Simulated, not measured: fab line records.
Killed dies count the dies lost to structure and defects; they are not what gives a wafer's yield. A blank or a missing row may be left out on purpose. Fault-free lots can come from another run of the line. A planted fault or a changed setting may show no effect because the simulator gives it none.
Lot-split experiment ; flow rit_cmos ; 23 wafers read from 5 lots, route of 202 steps

== THE SPLIT ==
At RIT_FOX2_OXIDATION_00 (target thk 350.7 nm, ox time 1130 s), the setting temp_c was moved away from the recipe's 1100 C on 20 of the 23 wafers read, by -2.1% to +2.3%. For the rest of the wafers, this setting stayed at what the recipe calls for.

== FROM THE SPLIT TO THE READING: what the file shows between them, 8 steps ==
- RIT_FOX2_THK_MEAS_01
- RIT_FOX2_CLEAN_02: cleans in dHF, time 180 s
- RIT_FOX2_WET_ETCH_03: etches Si3N4 in H3PO4, target depth 195 nm, time 2700 s
- RIT_FOX2_THK_MEAS_90
- RIT_NWELL_IMPLANT_08 (also split here: energy_kev)
- RIT_PRETRO_COAT_01: resist thk 1300 nm (also split here: resist_thk_nm)
- RIT_PRETRO_HARDBAKE_07: time 120 s (also split here: temp_c)
- RIT_GATE_CLEAN_04: cleans in dHF, time 60 s (also split here: time_s)

== THE READING ==
At RIT_FOX2_THK_MEAS_91: FIELD_OXIDE_LEFT_2_THK, given in nm. A value of 256 nm with a standard deviation of 5.8 nm is what fault-free wafers of this fab line usually give.

wafer;tool, chamber at the split;temp_c as run, C;against the recipe;FIELD_OXIDE_LEFT_2_THK, nm;against lot-mates on the recipe
L076.1;-, -;1089;-1.0%;230;no lot-mate on the recipe
L076.2;-, -;1089;-1.0%;225;no lot-mate on the recipe
L076.4;-, -;1089;-1.0%;235;no lot-mate on the recipe
L076.5;-, -;1089;-1.0%;232;no lot-mate on the recipe
L076.6;-, -;1089;-1.0%;229;no lot-mate on the recipe
L077.2;-, -;1077;-2.1%;219;no lot-mate on the recipe
L077.3;-, -;1077;-2.1%;224;no lot-mate on the recipe
L077.4;-, -;1077;-2.1%;227;no lot-mate on the recipe
L077.5;-, -;1077;-2.1%;224;no lot-mate on the recipe
L077.6;-, -;1077;-2.1%;225;no lot-mate on the recipe
L079.1;-, -;1120;+1.8%;280;no lot-mate on the recipe
L079.3;-, -;1120;+1.8%;279;no lot-mate on the recipe
L079.4;-, -;1120;+1.8%;282;no lot-mate on the recipe
L079.5;-, -;1120;+1.8%;281;no lot-mate on the recipe
L079.6;-, -;1120;+1.8%;283;no lot-mate on the recipe
L084.1;furnace-04, 0;1100;recipe;250;-
L084.4;furnace-04, 0;1100;recipe;254;-
L084.5;furnace-04, 0;1100;recipe;259;-
L085.1;-, -;1125;+2.3%;301;no lot-mate on the recipe
L085.2;-, -;1125;+2.3%;303;no lot-mate on the recipe
L085.3;-, -;1125;+2.3%;299;no lot-mate on the recipe
L085.5;-, -;1125;+2.3%;299;no lot-mate on the recipe
L085.6;-, -;1125;+2.3%;306;no lot-mate on the recipe

FIT RESULTS
A straight line over all 23 wafers: FIELD_OXIDE_LEFT_2_THK changes by +17.6 nm for each +1% of temp_c; r = +0.98; the points scatter about the line by 6.9 nm.
Too few moved wafers have a lot-mate on the recipe to fit a line with each lot's own level taken away.

== THE WHOLE CHAIN: every reading that the file lists as answering this split, in the file's order ==
step;what it does;reading;change (the file's fit);r (the file's)
RIT_FOX2_OXIDATION_00;target thk 350.7 nm, ox time 1130 s;SiO2_of_FOX2_OXIDATION_00.thk_nm (the simulator's own value, which no gauge read);+17.6 nm for each +1% of the setting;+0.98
RIT_FOX2_THK_MEAS_01;;FOX2_OXIDE_THK;+17.7 for each +1% of the setting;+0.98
RIT_FOX2_THK_MEAS_90;;FIELD_OXIDE_LEFT_1_THK;+17.7 for each +1% of the setting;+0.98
RIT_FOX2_THK_MEAS_91;;FIELD_OXIDE_LEFT_2_THK;+17.6 for each +1% of the setting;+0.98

== THE FILE'S OWN FIT ==
FIELD_OXIDE_LEFT_2_THK changes by +17.6 nm for each +1% of temp_c, r = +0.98.
